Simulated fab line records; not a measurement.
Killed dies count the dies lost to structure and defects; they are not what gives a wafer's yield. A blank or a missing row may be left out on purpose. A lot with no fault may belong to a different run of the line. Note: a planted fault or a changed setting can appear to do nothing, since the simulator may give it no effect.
The tool behind it: which one? || flow berkeleyCmos170 || Sampling: 11 lots, 33 wafers, 2 of 331 route steps

== WHAT THE GAUGES READ, wafer by wafer ==
UCB170_V2_THK_MEAS_01.
{"lot": "L668", "measured": "day 7 17:38", "on": "filmMetro-02", "V2_TEOS_THK (nm)": "1988 2053 2052"}
{"lot": "L670", "measured": "day 7 17:44", "on": "filmMetro-01", "V2_TEOS_THK (nm)": "1995 2046 2032"}
{"lot": "L669", "measured": "day 7 18:05", "on": "filmMetro-02", "V2_TEOS_THK (nm)": "2002 1954 2032"}
{"lot": "L671", "measured": "day 8 01:06", "on": "filmMetro-03", "V2_TEOS_THK (nm)": "2016 1986 1995"}
{"lot": "L672", "measured": "day 8 11:39", "on": "filmMetro-01", "V2_TEOS_THK (nm)": "1975 2001 2032"}
{"lot": "L675", "measured": "day 8 20:18", "on": "filmMetro-01", "V2_TEOS_THK (nm)": "1975 1999 2031"}
{"lot": "L677", "measured": "day 9 15:14", "on": "filmMetro-01", "V2_TEOS_THK (nm)": "2235 2233 2269"}
{"lot": "L680", "measured": "day 9 19:00", "on": "filmMetro-02", "V2_TEOS_THK (nm)": "2236 2197 2249"}
{"lot": "L683", "measured": "day 11 14:52", "on": "filmMetro-02", "V2_TEOS_THK (nm)": "2014 1995 1947"}
{"lot": "L686", "measured": "day 11 15:15", "on": "filmMetro-01", "V2_TEOS_THK (nm)": "1943 1980 1936"}
{"lot": "L687", "measured": "day 11 15:59", "on": "filmMetro-03", "V2_TEOS_THK (nm)": "1940 2000 1952"}

== WHAT TOOL EACH LOT RAN ON (gives the tool, then ch and the chambers of the sampled wafers, and finally the start) ==
{"lot": "L668", "UCB170_V2_CVD_00": "pecvd-03 ch 0,1,2, day 7 17:28"}
{"lot": "L670", "UCB170_V2_CVD_00": "pecvd-04 ch 0,1, day 7 17:34"}
{"lot": "L669", "UCB170_V2_CVD_00": "pecvd-02 ch 0,2, day 7 17:56"}
{"lot": "L671", "UCB170_V2_CVD_00": "pecvd-03 ch 0,1,2, day 8 00:57"}
{"lot": "L672", "UCB170_V2_CVD_00": "pecvd-04 ch 1,2, day 8 11:30"}
{"lot": "L675", "UCB170_V2_CVD_00": "pecvd-04 ch 0,1,2, day 8 20:08"}
{"lot": "L677", "UCB170_V2_CVD_00": "pecvd-04 ch 0,2, day 9 15:05"}
{"lot": "L680", "UCB170_V2_CVD_00": "pecvd-04 ch 0,1, day 9 18:50"}
{"lot": "L683", "UCB170_V2_CVD_00": "pecvd-02 ch 0,2, day 11 14:41"}
{"lot": "L686", "UCB170_V2_CVD_00": "pecvd-02 ch 0,2, day 11 15:04"}
{"lot": "L687", "UCB170_V2_CVD_00": "pecvd-02 ch 0,2, day 11 15:45"}
- UCB170_V2_CVD_00: deposits SiO2 from TEOS/O2, target thk 2000 nm, time 250 s.

== AS READ BY THE TOOLS THEMSELVES (means over the sampled wafers that have a number; for cases with no such wafer, the mark the record gives instead) ==
UCB170_V2_CVD_00.
{"lot": "L668", "tool": "pecvd-03", "heaterPowerW (W)": 206, "rfFwdPowerW (W)": 547.4, "susceptorTempC (C)": 390.02}
{"lot": "L670", "tool": "pecvd-04", "heaterPowerW (W)": 172, "rfFwdPowerW (W)": 548.1, "susceptorTempC (C)": 390.13}
{"lot": "L669", "tool": "pecvd-02", "heaterPowerW (W)": 228, "rfFwdPowerW (W)": 549.4, "susceptorTempC (C)": 389.93}
{"lot": "L671", "tool": "pecvd-03", "heaterPowerW (W)": 245, "rfFwdPowerW (W)": 549.9, "susceptorTempC (C)": 389.91}
{"lot": "L672", "tool": "pecvd-04", "heaterPowerW (W)": 188, "rfFwdPowerW (W)": 549.1, "susceptorTempC (C)": 389.99}
{"lot": "L675", "tool": "pecvd-04", "heaterPowerW (W)": 208, "rfFwdPowerW (W)": 547.2, "susceptorTempC (C)": 389.81}
{"lot": "L677", "tool": "pecvd-04", "heaterPowerW (W)": 157, "rfFwdPowerW (W)": 766.9, "susceptorTempC (C)": 390.05}
{"lot": "L680", "tool": "pecvd-04", "heaterPowerW (W)": 131, "rfFwdPowerW (W)": 767.4, "susceptorTempC (C)": 390.07}
{"lot": "L683", "tool": "pecvd-02", "heaterPowerW (W)": 218, "rfFwdPowerW (W)": 546.8, "susceptorTempC (C)": 390.20}
{"lot": "L686", "tool": "pecvd-02", "heaterPowerW (W)": 231, "rfFwdPowerW (W)": 547.5, "susceptorTempC (C)": 390.26}
{"lot": "L687", "tool": "pecvd-02", "heaterPowerW (W)": 250, "rfFwdPowerW (W)": 549.4, "susceptorTempC (C)": 390.05}

== THE ANSWER, worked out from the rows above alone ==
Rule: the usual values come from the lots themselves. The widest of any qualifying gaps counts: lots, ordered by their means at a reading, are off when they make up no more than a third of the lots, leave a main group of 4 or more, and stand apart from it by 3 or more times the standard deviation of that group's means. A main group is skipped when, at the precision printed for the reading in the tables above, its means are all equal. Also off: a lot with no number at a reading for which 4 or more lots have one. Where the step has rows for the other lots, those lots are counted as sound. After the gauges, taken in route order, come the tools' own readings; for these a lot's mean is taken, as printed above. The first step at which some lot is off is used, and at that step the reading that is off furthest; a lot without a number counts as furthest.
Off: at UCB170_V2_THK_MEAS_01 (V2_TEOS_THK), L677, L680. Main group: mean 1995 nm, sd 24.
If a tool, at a process step before that reading, ran all the lots that are off and no sound lot after the first of them, it fits. The gauges at UCB170_V2_THK_MEAS_01 aren't tried: what is off there is off at UCB170_V2_CVD_00 too, on other tools, and a gauge's error can't cause that. One fits: pecvd-04 at UCB170_V2_CVD_00. A fault onset in the window from L675 (day 8 20:08, its last sound lot) to L677 (day 9 15:05, its first lot off) fits.
The tool's own readings at UCB170_V2_CVD_00 bear it out: on the lots that are off they differ by more than 5 times the standard deviation of the sound lots' means. rfFwdPowerW reads 767.1 W there against 548.3 W on the sound lots.

== WHAT THE SIMULATOR HAD INSERTED ==
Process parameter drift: pecvd-04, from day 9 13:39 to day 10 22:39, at UCB170_V2_CVD_00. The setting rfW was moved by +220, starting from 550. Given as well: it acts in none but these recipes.
Shown lots that were struck: L677, L680. This agrees with what the rule above found.
